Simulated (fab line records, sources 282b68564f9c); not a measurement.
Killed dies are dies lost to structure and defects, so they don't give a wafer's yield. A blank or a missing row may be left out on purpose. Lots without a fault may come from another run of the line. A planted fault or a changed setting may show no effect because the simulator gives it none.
fab line records | flow rit_cmos
record lots=14 wafers=42 last_day=7
route steps=202 shown NSD@140 M1@202
lots that met no fault: from a run of the same line without faults
start_h: hours from the record's first day to the start of the lot's first wafer shown | wait_h: hours since the lot's step before | " the same as in the row above | L1.1+2: a row that stands for several wafers | - no value, or no start given | * or withheld: withheld | < > ~ a bound
route shown NAME@n: a module of which the file shows steps, and the number in the route of the first | usual: mean/standard deviation of fault-free wafers | same: alike in all rows | chamber/n: place in a boat | sites: the reading at each site | _std_site: their standard deviation | _edge_site: outer sites' mean less inner sites' | radius_mm: how far each site lies from the wafer's centre | mask NAME#n: copy n | behind: the tool/chamber that last shaped the wafer | hold: why the lot was held/for how many hours/how that ended | device: the transistor (n, p or np) that didn't switch | end of line: the same wafers' tests at the end of the route | a step without rows: its recipe alone | killed: dies lost to structure and defects at the first sort, not the wafer's yield | map: a wafer's dies, x killed, . not, _ none there
set.NAME: the setting as run; set.NAME@STEP: as run at that earlier step | model.NAME: the simulator's own value behind a step, which no gauge read
steps of the route over a sample of lots; a table a step, a row a wafer
## steps
# step RIT_NSD_STRIP_09
# recipe chemistry=O2 time_s=180 resist=NOVOLAK platen_temp_c=withheld power_w=500 pressure_mtorr=4000 o2_flow_sccm=4000
# usual chamber_pressure_mTorr=4000/3.5 drypump_motor_current_A=5.6/0.35 rf_refl_power_W=6.1/1.3
# columns lot.wafer tool chamber start_h wait_h chamber_pressure_mTorr drypump_motor_current_A rf_hours_counter_h rf_refl_power_W
L971.1 plasma_asher-03 0 52.28 0.1 4001 5.5 41 5.0
L971.4 " 0 " " 4000 5.5 - 5.0
L971.5 " 0 " " 4003 5.5 - 4.9
L972.1 plasma_asher-03 0 54.69 0.1 3999 5.5 42 5.0
L972.3 " 1 " " 3999 5.3 - 8.3
L972.6 " 1 " " 4006 5.3 - 8.4
L973.1 plasma_asher-04 1 60.53 0.1 3998 5.8 27 5.8
L973.2 " 0 " " 4001 5.3 27 4.7
L973.4 " 0 " " 4000 5.3 - 4.8
L974.2 plasma_asher-04 1 64.03 0.1 4000 5.7 27 5.8
L974.3 " 0 " " 3994 5.2 - 5.1
L974.5 " 0 " " 4006 5.2 - 5.2
L976.1 plasma_asher-04 1 76.51 0.1 3998 5.8 29 5.9
L976.4 " 1 " " 4000 5.7 - 5.8
L976.5 " 1 " " 3997 5.7 - 5.9
L979.2 plasma_asher-03 0 91.41 0.1 4001 5.6 45 5.1
L979.4 " 0 " " 3993 5.5 - 4.8
L979.5 " 0 " " 3998 5.5 - 4.9
L984.2 plasma_asher-04 1 117.61 0.1 3993 5.7 33 5.9
L984.4 " 0 " " 4000 5.2 - 4.7
L984.5 " 0 " " 4001 5.3 - 4.6
L986.1 plasma_asher-03 0 124.28 0.1 4004 5.5 50 4.8
L986.4 " 0 " " 4000 5.5 - 4.9
L986.5 " 0 " " 3996 5.5 - 5.0
L988.3 plasma_asher-03 0 138.60 0.1 4000 5.5 - 4.8
L988.5 " 0 " " 4000 5.5 - 4.9
L988.6 " 1 " " 4005 5.3 - 8.3
L989.2 plasma_asher-03 1 142.74 0.1 4002 5.3 51 8.2
L989.3 " 0 " " 3996 5.6 - 5.0
L989.5 " 1 " " 4005 5.3 - 8.3
L990.3 plasma_asher-02 1 144.60 0.1 4000 5.4 - 5.3
L990.4 " 0 " " 4003 6.4 - 7.1
L990.6 " 1 " " 4007 5.5 - 5.4
L991.1 plasma_asher-03 1 152.65 0.1 3999 5.3 52 8.3
L991.4 " 0 " " 3996 5.5 - 5.1
L991.6 " 1 " " 4007 5.3 - 8.2
L992.2 plasma_asher-02 1 158.21 0.1 4004 5.4 51 5.5
L992.5 " 1 " " 3996 5.4 - 5.6
L992.6 " 0 " " 3998 6.4 - 6.8
L994.4 plasma_asher-02 1 165.65 0.1 4002 5.5 - 5.5
L994.5 " 1 " " 3997 5.4 - 5.4
L994.6 " 0 " " 4003 6.4 - 6.8
# step RIT_M1_PROBE_99
# usual killed_at_contacts=0.1/0.34 killed_at_front_end=6.6/2.7 killed_dies=6.7/2.7 killed_open=3.5/1.9 killed_short=3.1/1.8
# same gross_dies=264 killed_at_M0_to_M3=0 killed_at_M4_up=0 killed_at_back_side=0 killed_at_other=0
# columns lot.wafer tool chamber start_h wait_h killed_at_contacts killed_at_front_end killed_dies killed_open killed_short
L976.1 prober-02 - 86.18 0.1 0 48 48 3 2
L976.4 prober-02 - 86.33 0.2 0 52 52 4 4
L976.5 prober-02 - 86.38 0.2 0 47 47 5 3
L984.2 prober-02 - 127.69 0.1 1 45 46 1 3
L984.4 prober-02 - 127.79 0.2 0 4 4 2 2
L984.5 prober-02 - 127.84 0.2 0 5 5 4 1
# killed by level:class
L976.1 NSD:unspecified=43 GATE:geometric_particle:open=2 FOX1:geometric_particle:short=1 GATE:geometric_particle:short=1 REOX:geometric_particle:open=1
L976.4 NSD:unspecified=44 GATE:geometric_particle:short=3 GATE:geometric_particle:open=2 FOX1:geometric_particle:open=1 SPACER:geometric_particle:open=1 SPACER:geometric_particle:short=1
L976.5 NSD:unspecified=39 GATE:geometric_particle:open=2 SILICIDE:geometric_particle:open=2 GATE:geometric_particle:short=1 REOX:geometric_particle:open=1 SPACER:geometric_particle:short=1 SILICIDE:geometric_particle:short=1
L984.2 NSD:unspecified=42 GATE:geometric_particle:short=1 SILICIDE:geometric_particle:short=1 SPACER:geometric_particle:short=1 CONTACT:geometric_particle:open=1
L984.4 GATE:geometric_particle:open=2 FOX2:geometric_particle:short=1 SPACER:geometric_particle:short=1
L984.5 GATE:geometric_particle:open=3 GATE:geometric_particle:short=1 SILICIDE:geometric_particle:open=1
## key
first_sign step=RIT_M1_PROBE_99 reading=killed_at_front_end direction=up sigmas=15 usual=6.6 struck=48
effect step=RIT_M1_PROBE_99 reading=killed_dies direction=up sigmas=15 usual=6.7 struck=48.2
met_at RIT_NSD_STRIP_09
struck_lots L976,L984
struck_wafers L976.1,L976.4,L976.5,L984.2
tester_left_out L976,L984
onset_between 64.03 76.51
fault kind=chamber_particle_source tool=plasma_asher-04 chamber=1 onset_h=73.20 steps=RIT_NSD_STRIP_09 rate_per_visit_cm2=2.0546 end_h=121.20
# tester_left_out: of these lots the tester's yield and bins aren't shown, on N5 and GAA mostly nor the transistor test; their killed dies are dies lost to structure and defects alone, not to doping, threshold or leakage, so they don't give the yield
